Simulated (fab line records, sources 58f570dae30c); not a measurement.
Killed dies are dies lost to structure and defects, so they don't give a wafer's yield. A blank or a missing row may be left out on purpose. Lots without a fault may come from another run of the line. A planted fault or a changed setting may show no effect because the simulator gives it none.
Which tool did it? | flow berkeley_cmos170 | 15 lots, 45 wafers sampled, at 5 steps of a route of 331

WHAT THE GAUGES READ, wafer by wafer
UCB170_PSD_TW_MEAS_10.
lot  | measured     | on            | PSD_TW
L911 | day 7 19:03  | film_metro-02 | 2279 2292 2299
L910 | day 7 19:10  | film_metro-03 | 2303 2305 2314
L912 | day 8 06:30  | film_metro-02 | 2292 2283 2298
L914 | day 8 06:46  | film_metro-02 | 2294 2281 2290
L917 | day 8 22:19  | film_metro-02 | 2276 2293 2286
L915 | day 8 22:36  | film_metro-02 | 2283 2294 2289
L918 | day 9 10:09  | film_metro-02 | 2271 2278 2291
L921 | day 9 22:11  | film_metro-03 | 2311 2309 2312
L919 | day 9 22:40  | film_metro-04 | 2354 2339 2333
L924 | day 10 06:55 | film_metro-04 | 2322 2322 2320
L923 | day 10 07:28 | film_metro-02 | 2307 2290 2293
L925 | day 10 07:43 | film_metro-04 | 2335 2338 2335
L927 | day 11 12:09 | film_metro-03 | 2304 2289 2299
L930 | day 11 12:33 | film_metro-02 | 2291 2294 2288
L932 | day 12 02:44 | film_metro-02 | 2283 2286 2290

UCB170_M3_CD_MEAS_15: target cd 700 nm.
lot  | measured     | on        | cd_nm (nm)
L911 | day 8 19:04  | cd_sem-02 | 700.1 701.7 701.7
L910 | day 8 23:43  | cd_sem-01 | 702.2 702.0 700.1
L912 | day 9 10:01  | cd_sem-01 | 701.3 699.0 700.4
L914 | day 9 07:26  | cd_sem-02 | 700.5 699.3 698.6
L917 | day 10 01:20 | cd_sem-02 | 699.0 699.8 699.7
L915 | day 10 00:47 | cd_sem-01 | 700.9 701.5 700.4
L918 | day 10 15:38 | cd_sem-02 | 699.1 699.4 699.6
L921 | day 10 23:46 | cd_sem-02 | 698.8 699.7 698.5
L919 | day 11 01:35 | cd_sem-02 | 699.3 701.3 701.8
L924 | day 11 12:32 | cd_sem-01 | 700.1 699.4 700.5
L923 | day 11 08:58 | cd_sem-02 | 698.1 699.6 698.4
L925 | day 11 12:32 | cd_sem-02 | 704.4 703.0 704.0
L927 | day 12 15:47 | cd_sem-01 | 702.2 700.4 701.2
L930 | day 12 13:20 | cd_sem-01 | 698.4 699.1 699.3
L932 | day 13 09:32 | cd_sem-02 | 699.6 698.5 698.0

UCB170_M3_OVL_MEAS_16.
lot  | measured     | on         | M3_OVL (nm)
L911 | day 8 19:11  | overlay-02 | -7 3 -1
L910 | day 8 23:50  | overlay-01 | 6 -2 -14
L912 | day 9 10:08  | overlay-01 | 10 9 9
L914 | day 9 07:32  | overlay-02 | -2 13 0
L917 | day 10 01:27 | overlay-01 | -2 -3 -9
L915 | day 10 00:53 | overlay-01 | 11 5 3
L918 | day 10 15:45 | overlay-01 | -1 15 6
L921 | day 10 23:52 | overlay-02 | 1 13 8
L919 | day 11 01:42 | overlay-01 | -3 -3 -10
L924 | day 11 12:37 | overlay-01 | 73 67 76
L923 | day 11 09:04 | overlay-02 | 68 84 77
L925 | day 11 12:40 | overlay-02 | 78 75 82
L927 | day 12 15:53 | overlay-02 | 3 1 -4
L930 | day 12 13:27 | overlay-02 | 7 4 6
L932 | day 13 09:37 | overlay-02 | 3 -2 3

WHICH TOOL RAN EACH LOT (tool, then ch and the chambers of the sampled wafers, then the start)
lot  | UCB170_V1_CMP_02              | UCB170_M3_EXPOSE_12
L911 | cmp-02 ch 0,1,3, day 8 07:08  | krf_scanner-01 ch 0, day 8 18:31
L910 | cmp-01 ch 0,3, day 8 12:58    | krf_scanner-01 ch 0, day 8 23:04
L912 | cmp-01 ch 1,3, day 8 21:53    | krf_scanner-01 ch 0, day 9 09:19
L914 | cmp-02 ch 2,3, day 8 20:36    | krf_scanner-01 ch 0, day 9 06:43
L917 | cmp-02 ch 0,1,3, day 9 14:30  | krf_scanner-01 ch 0, day 10 00:54
L915 | cmp-01 ch 1,2,3, day 9 13:10  | krf_scanner-02 ch 0, day 10 00:04
L918 | cmp-02 ch 1,2,3, day 10 04:58 | krf_scanner-02 ch 0, day 10 15:04
L921 | cmp-02 ch 1,3, day 10 11:32   | krf_scanner-01 ch 0, day 10 22:43
L919 | cmp-01 ch 0,2,3, day 10 12:49 | krf_scanner-02 ch 0, day 11 00:47
L924 | cmp-02 ch 0,1,3, day 10 23:39 | krf_scanner-01 ch 0, day 11 11:44
L923 | cmp-01 ch 0,2,3, day 10 20:59 | krf_scanner-01 ch 0, day 11 08:25
L925 | cmp-01 ch 0,2, day 11 00:56   | krf_scanner-01 ch 0, day 11 11:52
L927 | cmp-02 ch 0,2, day 12 03:05   | krf_scanner-02 ch 0, day 12 15:23
L930 | cmp-01 ch 0,1,2, day 12 01:48 | krf_scanner-02 ch 0, day 12 12:03
L932 | cmp-02 ch 0,2,3, day 12 19:52 | krf_scanner-02 ch 0, day 13 08:35
- UCB170_V1_CMP_02: polishes SiO2.
- UCB170_M3_EXPOSE_12: exposes mask METAL3, target cd 700 nm.

WHAT THE TOOLS THEMSELVES READ (means of the sampled wafers that have a number; where no wafer has one, the mark that the record gives instead)
UCB170_V1_CMP_02.
lot  | tool   | motor_current_A (A)
L911 | cmp-02 | 16.5
L910 | cmp-01 | 14.4
L912 | cmp-01 | 14.8
L914 | cmp-02 | 16.2
L917 | cmp-02 | 16.2
L915 | cmp-01 | 15.4
L918 | cmp-02 | 16.6
L921 | cmp-02 | 16.5
L919 | cmp-01 | 15.0
L924 | cmp-02 | 16.1
L923 | cmp-01 | 15.4
L925 | cmp-01 | 16.9
L927 | cmp-02 | 17.0
L930 | cmp-01 | 17.2
L932 | cmp-02 | 16.8

THE ANSWER, worked out from the rows above alone
Rule: what is usual is taken from the lots themselves. Put in order of their means at a reading, lots are off if they are a third of the lots or fewer, leave a main group of 4 or more, and stand apart from it by a gap of 3 or more times the standard deviation of the main group's means; of several such gaps the widest counts. A main group whose means are all the same, to the digits that the tables above print for the reading, isn't used. A lot without any number at a reading at which 4 lots or more have one is off too. The other lots that the step has rows for count as sound. The gauges are gone through in route order, then the tools' own readings, and for those a lot's mean is taken as printed above. The first step at which some lot is off is used, and at that step the reading that is off furthest; a lot without a number counts as furthest.
Off: L924, L923, L925, at UCB170_M3_OVL_MEAS_16 (M3_OVL). The main group: mean 2 nm, standard deviation 4.9.
A tool fits if, at a process step before that reading, it ran every lot that is off, and no sound lot after the first of them. The gauges at UCB170_M3_OVL_MEAS_16 are tried like those tools. One fits: krf_scanner-01 at UCB170_M3_EXPOSE_12. Its last sound lot is L921 (day 10 22:43), its first lot that is off L923 (day 11 08:25): a fault that began between those two fits.

WHAT THE SIMULATOR HAD PUT IN
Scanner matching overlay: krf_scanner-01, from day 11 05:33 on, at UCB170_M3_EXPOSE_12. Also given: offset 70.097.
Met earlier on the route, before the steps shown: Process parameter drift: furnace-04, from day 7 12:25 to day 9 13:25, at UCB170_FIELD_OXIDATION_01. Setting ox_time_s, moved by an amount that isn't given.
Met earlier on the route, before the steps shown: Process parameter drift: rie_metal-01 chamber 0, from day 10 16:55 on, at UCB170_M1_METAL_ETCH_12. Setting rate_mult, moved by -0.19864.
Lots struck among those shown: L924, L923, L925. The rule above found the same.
